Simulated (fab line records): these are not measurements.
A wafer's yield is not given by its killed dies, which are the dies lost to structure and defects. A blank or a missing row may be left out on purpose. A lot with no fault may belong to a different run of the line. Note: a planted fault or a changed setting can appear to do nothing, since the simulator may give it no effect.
Tool commonality check | flow berkeley cmos170 | 15 lots and 45 wafers in the sample

== WHY THIS WAS OPENED ==
At UCB170_PVT_TW_MEAS_09 the reading PVT_TW is flagged on 4 of 15 lots. Wafers without a fault read 508.4, standard deviation 2.4.
Rule: flag the lot when none of its wafers has a number, or when each of its wafers that has one lies beyond 4 standard deviations from that mean. The rest of the lots are taken to be sound.

lot  | measured    | on            | PVT_TW, wafer by wafer | flag
L376 | day 5 07:30 | film metro-04 | 505.6 506.3 506.7      |
L377 | day 5 16:24 | film metro-02 | 509.9 510.1 508.9      |
L378 | day 6 10:55 | film metro-02 | 507.5 507.9 508.3      |
L380 | day 6 11:28 | film metro-01 | 509.5 510.2 511.5      |
L381 | day 6 22:19 | film metro-01 | 510.2 511.8 512.3      |
L382 | day 6 22:30 | film metro-04 | 504.9 506.7 508.5      |
L379 | day 6 22:52 | film metro-02 | 504.5 509.1 505.3      |
L385 | day 7 10:46 | film metro-01 | 511.7 510.4 510.7      |
L384 | day 7 11:02 | film metro-02 | 508.7 509.5 507.8      |
L383 | day 7 11:11 | film metro-04 | 506.2 504.7 505.4      |
L386 | day 7 22:56 | film metro-01 | 511.1 510.2 510.1      |
L388 | day 8 05:12 | film metro-02 | 669.3 668.8 669.7      | FLAGGED
L389 | day 8 05:28 | film metro-04 | 670.4 663.5 665.1      | FLAGGED
L387 | day 8 05:45 | film metro-02 | 666.4 664.5 668.0      | FLAGGED
L390 | day 8 12:42 | film metro-02 | 669.4 669.6 673.2      | FLAGGED
Average over the flagged lots: 668.2; offset from the usual +159.8, equal to +67 standard deviations.

== LOT BY LOT: THE TOOL USED ==
The record holds 1 process step before the reading, out of a route of 331 steps. Cell contents, in order: the tool; ch with the chambers the sampled wafers went through; the start.
lot  | flag    | UCB170_PVT_IMPLANT_07
L376 |         | implanter-02 ch 0, day 5 07:16
L377 |         | implanter-01 ch 0, day 5 16:10
L378 |         | implanter-01 ch 0, day 6 10:40
L380 |         | implanter-03 ch 0, day 6 11:13
L381 |         | implanter-01 ch 0, day 6 22:07
L382 |         | implanter-02 ch 0, day 6 22:15
L379 |         | implanter-01 ch 0, day 6 22:40
L385 |         | implanter-01 ch 0, day 7 10:31
L384 |         | implanter-03 ch 0, day 7 10:48
L383 |         | implanter-02 ch 0, day 7 10:57
L386 |         | implanter-02 ch 0, day 7 22:36
L388 | FLAGGED | implanter-02 ch 0, day 8 04:57
L389 | FLAGGED | implanter-03 ch 0, day 8 05:13
L387 | FLAGGED | implanter-03 ch 0, day 8 05:30
L390 | FLAGGED | implanter-01 ch 0, day 8 12:27
What these steps do:
- UCB170_PVT_IMPLANT_07
- UCB170_PVT_TW_MEAS_09

== FLAGGED AGAINST TOTAL, ONE TOOL AT A TIME (gauges that did the reading follow at the end) ==
step                  | tool          | lots run | flagged | share of the flagged lots | sound lots run after its first flagged lot
UCB170_PVT_IMPLANT_07 | implanter-01  | 6        | 1       | some                      | 0
UCB170_PVT_IMPLANT_07 | implanter-02  | 5        | 1       | some                      | 0
UCB170_PVT_IMPLANT_07 | implanter-03  | 4        | 2       | some                      | 0
UCB170_PVT_TW_MEAS_09 | film metro-01 | 4        | 0       | none                      | -
UCB170_PVT_TW_MEAS_09 | film metro-02 | 7        | 3       | some                      | 0
UCB170_PVT_TW_MEAS_09 | film metro-04 | 4        | 1       | some                      | 0

== WHAT THE TABLE ALLOWS ==
No row of the table ran every flagged lot.

== WHAT THE SIMULATOR HAD PUT IN ==
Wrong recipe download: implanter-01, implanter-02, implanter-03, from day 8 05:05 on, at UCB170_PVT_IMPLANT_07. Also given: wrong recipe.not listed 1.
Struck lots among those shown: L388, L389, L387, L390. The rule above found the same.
